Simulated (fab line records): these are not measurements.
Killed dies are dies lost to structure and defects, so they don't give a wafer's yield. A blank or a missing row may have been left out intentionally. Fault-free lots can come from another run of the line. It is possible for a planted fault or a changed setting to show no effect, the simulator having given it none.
Struck lot and sound lot, side by side ; flow berkeley_cmos170 ; 15 out of 331 route steps
Sound: wafers L593.3, L593.4, L593.6. Struck: wafers L592.3, L592.4, L592.5. Last of all comes the cause.
Order at every step that has rows: each side's tool, ch and its chambers, its first start. Under that, the readings that differ: sound wafers ; struck wafers ; difference of the means ; sigmas: that difference in standard deviations of wafers without a fault.
alike: readings whose means differ by less than 2 such deviations, and words and numbers that are the same on both sides. not compared: withheld readings, readings that some wafer has no value for, bounds like >300 that may hide the same value, and numbers for which the record gives no deviation and whose values overlap.
The two part at a step that has a row with sigmas, a row that says differs or no value, or rows on one side only. When numbers do not overlap yet have no deviation, they are printed without sigmas and do not part them. A reading missing from all wafers of one side parts the sides only when that side holds two or more wafers.

first, 4 steps without rows for these wafers: UCB170_PFIELD_SOFTBAKE_02 (time 60 s); UCB170_PFIELD_EXPOSE_03 (exposes mask PFIELD, target cd 1500 nm); UCB170_PFIELD_PEB_04; UCB170_PFIELD_DEVELOP_05 (develop time 45 s).
UCB170_PFIELD_OVL_MEAS_06:
  sound: overlay-01 at day 7 21:26; struck: overlay-01 at day 7 21:10
  alike: PFIELD_OVL
after that, 1 step had no rows for these wafers: UCB170_PFIELD_IMPLANT_07.
UCB170_PFIELD_STRIP_08: strips in O2.
  sound on plasma_asher-02 ch 0,1, day 7 21:39; struck on plasma_asher-02 ch 0,1, day 7 21:22
  alike: drypump_motor_current_A, oes_product_au, strip_time_to_endpoint_s
  not compared: rf_hours_counter_h
UCB170_PFIELD_TW_MEAS_09:
  sound: film_metro-03 at day 7 21:44; struck: film_metro-01 at day 7 21:28
  alike: PFIELD_TW
then, 2 steps without rows for these wafers: UCB170_FIELD_CLEAN_00 (cleans in dHF, time 7.5 s); UCB170_FIELD_OXIDATION_01 (target thk 558.3 nm, ox time 7200 s).
UCB170_FIELD_THK_MEAS_02:
  sound: film_metro-01 at day 8 03:15; struck: film_metro-03 at day 8 03:12
  alike: FIELD_OXIDE_THK
then, 1 step without rows for these wafers: UCB170_FIELD_ANNEAL_03 (time 1200 s).
UCB170_FIELD_WET_ETCH_04: etches SiO2 in dHF, time 60 s.
  sound on wet_bench-03 ch 3, day 8 09:53; struck on wet_bench-03 ch 2, day 8 09:53
  no value came back on the struck wafers for bath_heat_duty_pct (%), run_length_s (s); on the sound wafers bath_heat_duty_pct (%) reads 4.9 5.8 5.1
reading;sound;struck;difference;sigmas
model.SiO2_of_FIELD_OXIDATION_01.thk_nm (nm);514.7 510.9 510.9;536.9 545.2 552.4;+32.7;
then, 1 step without rows for these wafers: UCB170_FIELD_WET_ETCH_05 (etches Si3N4 in H3PO4, time 12600 s).
UCB170_FIELD_WET_ETCH_06: etches SiO2 in BOE, time 22 s.
  sound on wet_bench-04 ch 2, day 8 14:05; struck on wet_bench-04 ch 2, day 8 14:05
reading;sound;struck;difference;sigmas
model.SiO2_of_FIELD_OXIDATION_01.thk_nm (nm);432.4 428.6 429.1;452.8 461.4 468.8;+31.0;
  alike: bath_heat_duty_pct, run_length_s

## WHERE THEY PART
UCB170_FIELD_WET_ETCH_04 only, going by this record. Later steps at which nothing parts them and some readings are alike: UCB170_FIELD_WET_ETCH_06.

WHY: the cause the simulator had injected
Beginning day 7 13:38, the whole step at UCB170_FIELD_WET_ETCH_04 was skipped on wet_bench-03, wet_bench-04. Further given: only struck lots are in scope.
